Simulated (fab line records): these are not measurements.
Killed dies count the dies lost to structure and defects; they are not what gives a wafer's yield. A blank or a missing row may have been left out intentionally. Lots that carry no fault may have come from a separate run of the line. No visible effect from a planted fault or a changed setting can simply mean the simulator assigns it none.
Matching of chambers -- flow berkeley_cmos170 -- UCB170_PSD_CLEAN_11 on wet_bench-01 has 3 sister chambers
The step cleans in SPM, time 600 s. 3 wafers are shown with their chamber, then 7 later ones without.

WAFERS WITH THEIR CHAMBER
wafer,chamber,temp_c (C)
L077.4,0,120.12
L080.6,3,120.27
L082.3,1,119.90

WAFERS WITH NO CHAMBER GIVEN
wafer,temp_c (C)
L082.6,120.24
L083.3,119.84
L083.5,119.87
L083.6,119.86
L087.2,119.95
L087.5,120.00
L087.6,119.96

CHAMBER TAKEN BY EACH
wafer,from the rows above,in truth
L082.6,can't be placed: 3 or 0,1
L083.3,1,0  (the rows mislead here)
L083.5,1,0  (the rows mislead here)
L083.6,1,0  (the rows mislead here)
L087.2,1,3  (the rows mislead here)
L087.5,can't be placed: 1 or 0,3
L087.6,can't be placed: 1 or 0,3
Correctly placed: 0 of 7. Can't be placed from these rows: 3 (the true chamber is among the candidates in 0). Wrongly placed: 4.
How it was worked out, from the rows above alone: a wafer's distance from a chamber is the root of the sum, over the readings, of the square of ((its reading less the chamber's mean) divided by the reading's scatter). If the next closest chamber is less than 2 further off than the closest, the wafer can't be placed; otherwise it belongs to the closest. Each chamber's mean is taken over the wafers shown for it. The scatter: root of mean squared gap, hidden wafer to nearest shown wafer, with one shown wafer a chamber.
